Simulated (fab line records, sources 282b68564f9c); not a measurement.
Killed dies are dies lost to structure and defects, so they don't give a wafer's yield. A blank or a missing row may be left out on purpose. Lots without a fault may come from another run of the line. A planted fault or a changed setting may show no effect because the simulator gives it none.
fab line records | flow rit_cmos
record lots=6 wafers=18 last_day=6
route steps=202 shown NSD@139 PSD@142 M1@202
lots that met no fault: from a run of the same line without faults
start_h: hours from the record's first day to the start of the lot's first wafer shown | wait_h: hours since the lot's step before | " the same as in the row above | L1.1+2: a row that stands for several wafers | - no value, or no start given | * or withheld: withheld | < > ~ a bound
route shown NAME@n: a module of which the file shows steps, and the number in the route of the first | usual: mean/standard deviation of fault-free wafers | same: alike in all rows | chamber/n: place in a boat | sites: the reading at each site | _std_site: their standard deviation | _edge_site: outer sites' mean less inner sites' | radius_mm: how far each site lies from the wafer's centre | mask NAME#n: copy n | behind: the tool/chamber that last shaped the wafer | hold: why the lot was held/for how many hours/how that ended | device: the transistor (n, p or np) that didn't switch | end of line: the same wafers' tests at the end of the route | a step without rows: its recipe alone | killed: dies lost to structure and defects at the first sort, not the wafer's yield | map: a wafer's dies, x killed, . not, _ none there
set.NAME: the setting as run; set.NAME@STEP: as run at that earlier step | model.NAME: the simulator's own value behind a step, which no gauge read
lots at some steps of the route; a table a step, a row a wafer
services: from which hour (start_h, from the record's first day; less than 0 if before it) a tool's chamber was out of use, for how many hours, and why
## steps
# step RIT_NSD_IMPLANT_08
# recipe species=P energy_kev=25 dose_cm2=1e+15 tilt_deg=7
# step RIT_NSD_STRIP_09
# recipe chemistry=O2 time_s=180 resist=NOVOLAK platen_temp_c=withheld power_w=500 pressure_mtorr=4000 o2_flow_sccm=4000
# usual chamber_pressure_mTorr=4000/3.6 drypump_motor_current_A=5.7/0.43
# columns lot.wafer tool chamber start_h wait_h chamber_pressure_mTorr drypump_motor_current_A rf_hours_counter_h
L998.2 plasma_asher-01 0 51.61 0.1 4004 6.1 44
L998.4 " 0 " " 3999 6.1 -
L998.5 " 1 " " 4005 5.1 -
L111.1 plasma_asher-04 1 115.93 0.1 3997 6.0 47
L111.2 " 0 " " 4001 5.3 47
L111.3 " 1 " " 4005 6.0 -
L112.1 plasma_asher-04 1 122.40 0.1 4002 6.0 48
L112.2 " 0 " " 3996 5.3 48
L112.3 " 1 " " 3998 6.0 -
L114.2 plasma_asher-04 0 131.26 0.1 4007 5.3 49
L114.3 " 1 " " 4010 6.0 -
L114.5 " 0 " " 3998 5.3 -
L116.1 plasma_asher-04 0 142.97 0.1 3993 5.3 50
L116.3 " 0 " " 3999 5.2 -
L116.4 " 1 " " 3994 6.1 -
L117.1 plasma_asher-04 0 144.87 0.1 3996 5.3 51
L117.2 " 1 " " 3999 6.0 51
L117.3 " 1 " " 3993 6.0 -
# step RIT_NSD_TW_MEAS_10
# usual NSD_TW=3117/15
# columns lot.wafer tool chamber start_h wait_h NSD_TW
L998.2 film_metro-02 - 51.80 0.1 3123
L998.4 " - " " 3101
L998.5 " - " " 3115
L111.1 film_metro-01 - 116.10 0.1 3116
L111.2 " - " " 3126
L111.3 " - " " 3098
L112.1 film_metro-02 - 122.57 0.1 3120
L112.2 " - " " 3121
L112.3 " - " " 3121
L114.2 film_metro-02 - 131.45 0.1 3103
L114.3 " - " " 3126
L114.5 " - " " 3124
L116.1 film_metro-02 - 143.15 0.1 3111
L116.3 " - " " 3136
L116.4 " - " " 3135
L117.1 film_metro-02 - 145.04 0.1 3156
L117.2 " - " " 3137
L117.3 " - " " 3140
# step RIT_PSD_HMDS_00
# recipe prime_time_s=60 prime_temp_c=140
# step RIT_PSD_COAT_01
# recipe resist=NOVOLAK spin_rpm=3250 resist_thk_nm=1000
# step RIT_PSD_SOFTBAKE_02
# recipe resist=NOVOLAK temp_c=90 time_s=60
# step RIT_PSD_EXPOSE_03
# recipe mask_id=M10 na=0.57 target_cd_nm=40900 dose_mj=250
# step RIT_PSD_PEB_04
# recipe resist=NOVOLAK temp_c=withheld time_s=withheld
# step RIT_PSD_DEVELOP_05
# recipe resist=NOVOLAK develop_time_s=50 dev_temp_c=23
# step RIT_PSD_OVL_MEAS_06
# usual PSD_OVL=-1.3/1.6
# columns lot.wafer tool chamber start_h wait_h PSD_OVL[nm]
L998.2 overlay-02 - 52.83 - -1.5
L998.4 " - " " -2.3
L998.5 " - " " -0.8
L111.1 overlay-01 - 117.17 - -2.5
L111.2 " - " " -2.2
L111.3 " - " " -1.3
L112.1 overlay-02 - 123.48 - -2.1
L112.2 " - " " -1.9
L112.3 " - " " -1.6
L114.2 overlay-02 - 132.36 - 0.5
L114.3 " - " " 0.7
L114.5 " - " " 0.4
L116.1 overlay-01 - 144.18 - -2.2
L116.3 " - " " -1.5
L116.4 " - " " -3.7
L117.1 overlay-02 - 145.95 - -0.8
L117.2 " - " " 1.6
L117.3 " - " " 1.3
# step RIT_PSD_HARDBAKE_07
# recipe resist=NOVOLAK temp_c=140 time_s=60
# step RIT_PSD_IMPLANT_08
# recipe species=BF2 energy_kev=27 dose_cm2=5e+15 tilt_deg=7
# step RIT_PSD_STRIP_09
# recipe chemistry=O2 time_s=180 resist=NOVOLAK platen_temp_c=withheld power_w=500 pressure_mtorr=4000 o2_flow_sccm=4000
# usual chamber_pressure_mTorr=4000/3.8 drypump_motor_current_A=5.5/0.46
# columns lot.wafer tool chamber start_h wait_h chamber_pressure_mTorr drypump_motor_current_A rf_hours_counter_h model.NOVOLAK_of_PSD_COAT_01.thk_nm
L998.2 plasma_asher-01 0 53.16 0.1 4000 6.1 44 0
L998.4 " 1 " " 4005 5.1 - 0
L998.5 " 0 " " 4002 6.1 - 0
L111.1 plasma_asher-03 0 117.50 0.1 - - - 881.5
L111.2 " 1 " " - - - 884.5
L111.3 " 0 " " - - - 881.5
L112.1 plasma_asher-02 1 123.82 0.1 - - - 881.5
L112.2 " 0 " " - - - 881.9
L112.3 " 1 " " - - - 881.4
L114.2 plasma_asher-02 0 132.69 0.1 4002 6.2 2 0
L114.3 " 1 " " 3996 5.3 - 0
L114.5 " 0 " " 4004 6.2 - 0
L116.1 plasma_asher-01 0 144.52 0.1 3995 6.1 54 0
L116.3 " 1 " " 4001 5.1 - 0
L116.4 " 0 " " 4002 6.1 - 0
L117.1 plasma_asher-01 0 146.29 0.1 4005 6.1 54 0
L117.2 " 1 " " 4000 5.1 54 0
L117.3 " 1 " " 4005 5.1 - 0
# step RIT_PSD_TW_MEAS_10
# usual PSD_TW=3417/20
# columns lot.wafer tool chamber start_h wait_h PSD_TW
L998.2 film_metro-02 - 53.34 0.1 3418
L998.4 " - " " 3414
L998.5 " - " " 3410
L111.1 film_metro-01 - 117.68 0.1 3424
L111.2 " - " " 3428
L111.3 " - " " 3429
L112.1 film_metro-04 - 124.00 0.1 3419
L112.2 " - " " 3446
L112.3 " - " " 3425
L114.2 film_metro-01 - 132.87 0.1 3452
L114.3 " - " " 3434
L114.5 " - " " 3438
L116.1 film_metro-04 - 144.69 0.1 3384
L116.3 " - " " 3406
L116.4 " - " " 3389
L117.1 film_metro-01 - 146.46 0.1 3381
L117.2 " - " " 3376
L117.3 " - " " 3407
# step RIT_M1_PROBE_99
# usual killed_at_M0_to_M3=0.0/0.18 killed_at_front_end=7/3 killed_dies=7/3.1 killed_on_rim=1.9/1.5 killed_open=3.3/1.8 killed_short=3.6/2
# same gross_dies=264 killed_at_M4_up=0 killed_at_back_side=0 killed_at_contacts=0 killed_at_other=0
# columns lot.wafer tool chamber start_h wait_h killed_at_M0_to_M3 killed_at_front_end killed_dies killed_on_rim killed_open killed_short
L998.2 prober-01 - 61.59 0.1 0 5 5 0 3 2
L998.4 prober-01 - 61.69 0.2 0 17 17 3 4 13
L998.5 prober-01 - 61.74 0.2 0 4 4 1 2 2
L111.1 prober-02 - 125.57 0.1 0 264 264 70 1 6
L111.2 prober-02 - 125.62 0.1 0 264 264 70 1 3
L111.3 prober-02 - 125.67 0.2 0 264 264 70 2 2
L112.1 prober-01 - 132.07 0.1 0 264 264 70 1 4
L112.2 prober-01 - 132.12 0.1 0 264 264 70 7 3
L112.3 prober-01 - 132.17 0.2 0 264 264 70 1 3
L114.2 prober-01 - 140.78 0.1 0 5 5 1 2 3
L114.3 prober-01 - 140.83 0.2 0 6 6 1 3 3
L114.5 prober-01 - 140.93 0.2 0 8 8 3 3 5
L116.1 prober-01 - 152.57 0.1 0 6 6 3 1 5
L116.3 prober-01 - 152.67 0.2 0 6 6 1 3 3
L116.4 prober-01 - 152.72 0.2 0 3 3 1 3 0
L117.1 prober-02 - 154.59 0.1 0 7 7 4 1 6
L117.2 prober-02 - 154.64 0.1 0 5 5 1 4 1
L117.3 prober-02 - 154.69 0.2 1 4 5 0 2 3
# killed by level:class
L998.2 FOX1:geometric_particle:open=2 REOX:geometric_particle:short=1 REOX:geometric_particle:open=1 SPACER:geometric_particle:short=1
L998.4 GATE:geometric_particle:short=9 FOX1:geometric_particle:short=2 SILICIDE:geometric_particle:open=2 ACTIVE:geometric_particle:short=1 FOX1:geometric_particle:open=1 GATE:geometric_particle:open=1 REOX:geometric_particle:short=1
L998.5 FOX2:geometric_particle:open=1 GATE:geometric_particle:open=1 GATE:geometric_particle:short=1 REOX:geometric_particle:short=1
L111.1 SDANNEAL:area_rta=257 FOX1:geometric_particle:short=3 FOX2:geometric_particle:short=1 GATE:geometric_particle:short=1 SPACER:geometric_particle:short=1 SILICIDE:geometric_particle:open=1
L111.2 SDANNEAL:area_rta=260 FOX1:geometric_particle:short=2 SILICIDE:geometric_particle:open=1 SILICIDE:geometric_particle:short=1
L111.3 SDANNEAL:area_rta=260 GATE:geometric_particle:short=1 GATE:geometric_particle:open=1 SILICIDE:geometric_particle:open=1 SILICIDE:geometric_particle:short=1
L112.1 SDANNEAL:area_rta=259 GATE:geometric_particle:short=3 GATE:geometric_particle:open=1 REOX:geometric_particle:short=1
L112.2 SDANNEAL:area_rta=254 GATE:geometric_particle:open=4 FOX2:geometric_particle:short=2 SPACER:geometric_particle:open=2 FOX1:geometric_particle:short=1 SILICIDE:geometric_particle:open=1
L112.3 SDANNEAL:area_rta=260 FOX1:geometric_particle:short=1 FOX2:geometric_particle:short=1 SPACER:geometric_particle:short=1 SILICIDE:geometric_particle:open=1
L114.2 SPACER:geometric_particle:short=2 GATE:geometric_particle:open=1 SILICIDE:geometric_particle:short=1 SILICIDE:geometric_particle:open=1
L114.3 GATE:geometric_particle:short=3 FOX1:geometric_particle:open=1 GATE:geometric_particle:open=1 REOX:geometric_particle:open=1
L114.5 GATE:geometric_particle:short=4 SPACER:geometric_particle:open=2 FOX2:geometric_particle:short=1 REOX:geometric_particle:open=1
L116.1 GATE:geometric_particle:short=3 FOX1:geometric_particle:short=1 GATE:geometric_particle:open=1 REOX:geometric_particle:short=1
L116.3 GATE:geometric_particle:open=3 FOX2:geometric_particle:short=1 GATE:geometric_particle:short=1 SILICIDE:geometric_particle:short=1
L116.4 GATE:geometric_particle:open=2 FOX1:geometric_particle:open=1
L117.1 FOX1:geometric_particle:short=3 GATE:geometric_particle:short=2 GATE:geometric_particle:open=1 SILICIDE:geometric_particle:short=1
L117.2 SILICIDE:geometric_particle:open=2 FOX1:geometric_particle:open=1 GATE:geometric_particle:open=1 SILICIDE:geometric_particle:short=1
L117.3 FOX1:geometric_particle:open=2 GATE:geometric_particle:short=2 M1:geometric_particle:short=1
# map L111.1 (x killed, . not)
________xxxxxxx_______
_____xxxxxxxxxxxxx____
____xxxxxxxxxxxxxxx___
___xxxxxxxxxxxxxxxxx__
__xxxxxxxxxxxxxxxxxxx_
__xxxxxxxxxxxxxxxxxxx_
_xxxxxxxxxxxxxxxxxxxxx
_xxxxxxxxxxxxxxxxxxxxx
_xxxxxxxxxxxxxxxxxxxxx
_xxxxxxxxxxxxxxxxxxxxx
__xxxxxxxxxxxxxxxxxxx_
__xxxxxxxxxxxxxxxxxxx_
___xxxxxxxxxxxxxxxxx__
____xxxxxxxxxxxxxxx___
_____xxxxxxxxxxxxx____
________xxxxxxx_______
# map L112.1 (x killed, . not)
________xxxxxxx_______
_____xxxxxxxxxxxxx____
____xxxxxxxxxxxxxxx___
___xxxxxxxxxxxxxxxxx__
__xxxxxxxxxxxxxxxxxxx_
__xxxxxxxxxxxxxxxxxxx_
_xxxxxxxxxxxxxxxxxxxxx
_xxxxxxxxxxxxxxxxxxxxx
_xxxxxxxxxxxxxxxxxxxxx
_xxxxxxxxxxxxxxxxxxxxx
__xxxxxxxxxxxxxxxxxxx_
__xxxxxxxxxxxxxxxxxxx_
___xxxxxxxxxxxxxxxxx__
____xxxxxxxxxxxxxxx___
_____xxxxxxxxxxxxx____
________xxxxxxx_______
## services
# columns tool chamber start_h hours kind
plasma_asher-04 - 66.74 3.4 repair
plasma_asher-03 - 107.98 6.8 repair
plasma_asher-02 - 108.75 9.0 pm
plasma_asher-02 0 108.75 9.0 vent_cycle
plasma_asher-02 1 108.75 9.0 vent_cycle
plasma_asher-02 0 117.75 - clean
plasma_asher-02 1 117.75 - clean
## key
first_sign step=RIT_PSD_STRIP_09 reading=tool_record direction=missing
effect step=RIT_M1_PROBE_99 reading=killed_at_front_end direction=up sigmas=84 usual=7 struck=264
model_effect step=RIT_PSD_STRIP_09 value=NOVOLAK_of_PSD_COAT_01.thk_nm without=0 struck=882
more_kills_born_at RIT_SDANNEAL_RTA_03@rtp_anneal-01=777 RIT_SDANNEAL_RTA_03@rtp_anneal-02=773
met_at RIT_PSD_STRIP_09
struck_wafers L111.1,L111.2,L111.3,L112.1,L112.2,L112.3
later_rows_left_out L111.1,L111.2,L111.3,L112.1,L112.2,L112.3
tester_left_out L111,L112
fault kind=skipped_step_whole tool=plasma_asher-02,plasma_asher-03 chamber=- onset_h=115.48 steps=RIT_PSD_STRIP_09 scope=struck_lots_only
# tester_left_out: of these lots the tester's yield and bins aren't shown, on N5 and GAA mostly nor the transistor test; their killed dies are dies lost to structure and defects alone, not to doping, threshold or leakage, so they don't give the yield
# later_rows_left_out: the simulator's readings of these wafers behind a module that went badly wrong aren't trusted and aren't shown, but for the sort
